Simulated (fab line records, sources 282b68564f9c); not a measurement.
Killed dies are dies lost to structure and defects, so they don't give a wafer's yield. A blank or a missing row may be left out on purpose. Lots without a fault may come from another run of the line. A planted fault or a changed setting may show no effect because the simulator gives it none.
Which tool did it? | flow rit_cmos | 14 lots, 42 wafers sampled, at 2 steps of a route of 202

WHAT THE GAUGES READ, wafer by wafer
The record holds no reading of a measuring or inspecting step that can be judged against a usual standard deviation.

WHICH TOOL RAN EACH LOT (tool, then ch and the chambers of the sampled wafers, then the start)
lot  | RIT_M1_COAT_04                   | RIT_M1_PROBE_99
L145 | litho_track-04 ch 0, day 3 07:52 | prober-01, day 3 11:16
L146 | litho_track-04 ch 0, day 3 13:26 | prober-01, day 3 17:13
L147 | litho_track-04 ch 0, day 3 17:55 | prober-01, day 3 21:17
L148 | litho_track-01 ch 0, day 4 01:37 | prober-02, day 4 05:11
L149 | litho_track-01 ch 0, day 4 04:26 | prober-01, day 4 07:58
L150 | litho_track-03 ch 0, day 4 07:58 | prober-02, day 4 11:37
L152 | litho_track-04 ch 0, day 4 22:40 | prober-02, day 5 02:04
L153 | litho_track-03 ch 0, day 5 02:13 | prober-01, day 5 05:48
L159 | litho_track-03 ch 0, day 6 09:14 | prober-02, day 6 12:46
L161 | litho_track-03 ch 0, day 6 19:28 | prober-02, day 6 22:54
L163 | litho_track-01 ch 0, day 7 02:59 | prober-02, day 7 06:34
L164 | litho_track-04 ch 0, day 7 05:43 | prober-01, day 7 09:07
L165 | litho_track-04 ch 0, day 7 15:25 | prober-02, day 7 19:03
L167 | litho_track-04 ch 0, day 7 22:46 | prober-02, day 8 02:18
- RIT_M1_COAT_04: resist thk 1325 nm.
- RIT_M1_PROBE_99

WHAT THE TOOLS THEMSELVES READ (means of the sampled wafers that have a number; where no wafer has one, the mark that the record gives instead)
RIT_M1_COAT_04.
lot  | tool           | spin_speed_rpm (rpm)
L145 | litho_track-04 | 2001.6
L146 | litho_track-04 | 1999.8
L147 | litho_track-04 | 1999.9
L148 | litho_track-01 | 1998.7
L149 | litho_track-01 | 2000.9
L150 | litho_track-03 | 1999.4
L152 | litho_track-04 | 1999.0
L153 | litho_track-03 | 1998.6
L159 | litho_track-03 | 2052.4
L161 | litho_track-03 | 2052.4
L163 | litho_track-01 | 1997.9
L164 | litho_track-04 | 1998.8
L165 | litho_track-04 | 2000.3
L167 | litho_track-04 | 2002.3

RIT_M1_PROBE_99.
lot  | tool      | defect_limited_yield (%) | killed_at_contacts | killed_at_front_end | killed_dies | killed_open | killed_short | sort_bin_3_pad_short (%) | sort_bin_5_function (%) | sort_bin_6_memory (%) | sort_n_pass | sort_yield_pct (%)
L145 | prober-01 | 96.2                     | 0.0                | 10.0                | 10.0        | 6.3         | 3.7          | 0.0                      | 2.3                     | 1.5                   | 254.0       | 96.2
L146 | prober-01 | 98.0                     | 0.0                | 5.3                 | 5.3         | 3.3         | 2.0          | 0.0                      | 0.7                     | 1.2                   | 258.7       | 98.0
L147 | prober-01 | 97.6                     | 0.3                | 6.0                 | 6.3         | 3.7         | 2.7          | 0.1                      | 1.5                     | 0.8                   | 257.7       | 97.6
L148 | prober-02 | 97.7                     | 0.0                | 6.0                 | 6.0         | 3.0         | 3.0          | 0.1                      | 1.2                     | 0.9                   | 258.0       | 97.7
L149 | prober-01 | 98.8                     | 0.0                | 3.3                 | 3.3         | 1.7         | 1.7          | 0.0                      | 0.6                     | 0.6                   | 260.7       | 98.8
L150 | prober-02 | 97.6                     | 0.0                | 6.3                 | 6.3         | 1.3         | 5.0          | 0.3                      | 0.9                     | 1.3                   | 257.7       | 97.6
L152 | prober-02 | 97.6                     | 0.0                | 6.3                 | 6.3         | 3.0         | 3.3          | 0.3                      | 0.9                     | 1.3                   | 257.7       | 97.6
L153 | prober-01 | 96.2                     | 0.3                | 9.7                 | 10.0        | 5.3         | 4.7          | 0.0                      | 2.3                     | 1.5                   | 254.0       | 96.2
L159 | prober-02 | 97.0                     | 0.0                | 8.0                 | 8.0         | 3.7         | 4.3          | 0.0                      | 2.2                     | 0.9                   | 256.0       | 97.0
L161 | prober-02 | 98.2                     | 0.3                | 4.3                 | 4.7         | 3.7         | 1.0          | 0.1                      | 0.9                     | 0.8                   | 259.3       | 98.2
L163 | prober-02 | 97.6                     | 0.0                | 6.3                 | 6.3         | 4.0         | 2.3          | 0.1                      | 1.5                     | 0.8                   | 257.7       | 97.6
L164 | prober-01 | 97.6                     | 0.0                | 6.3                 | 6.3         | 3.3         | 3.0          | 0.0                      | 1.4                     | 1.0                   | 257.7       | 97.6
L165 | prober-02 | 98.2                     | 0.0                | 4.7                 | 4.7         | 3.0         | 1.7          | 0.0                      | 1.3                     | 0.5                   | 259.3       | 98.2
L167 | prober-02 | 97.7                     | 0.0                | 6.0                 | 6.0         | 3.7         | 2.3          | 0.0                      | 1.4                     | 0.9                   | 258.0       | 97.7

THE ANSWER, worked out from the rows above alone
Rule: what is usual is taken from the lots themselves. Put in order of their means at a reading, lots are off if they are a third of the lots or fewer, leave a main group of 4 or more, and stand apart from it by a gap of 3 or more times the standard deviation of the main group's means; of several such gaps the widest counts. A main group whose means are all the same, to the digits that the tables above print for the reading, isn't used. A lot without any number at a reading at which 4 lots or more have one is off too. The other lots that the step has rows for count as sound. The gauges are gone through in route order, then the tools' own readings, and for those a lot's mean is taken as printed above. The first step at which some lot is off is used, and at that step the reading that is off furthest; a lot without a number counts as furthest.
Off: L159, L161, at RIT_M1_COAT_04 (spin_speed_rpm). The main group: mean 1999.8 rpm, standard deviation 1.3.
A tool fits if, at that step or a process step before it, it ran every lot that is off, and no sound lot after the first of them. One fits: litho_track-03 at RIT_M1_COAT_04. Its last sound lot is L153 (day 5 02:13), its first lot that is off L159 (day 6 09:14): a fault that began between those two fits.
The tool's own readings at RIT_M1_COAT_04 bear it out: on the lots that are off they differ by more than 5 times the standard deviation of the sound lots' means. spin_speed_rpm reads 2052.4 rpm there against 1999.8 rpm on the sound lots.

WHAT THE SIMULATOR HAD PUT IN
Process parameter drift: litho_track-03, from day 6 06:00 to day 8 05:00, at RIT_M1_COAT_04. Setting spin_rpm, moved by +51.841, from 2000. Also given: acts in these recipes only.
Lots struck among those shown: L159, L161. The rule above found the same.
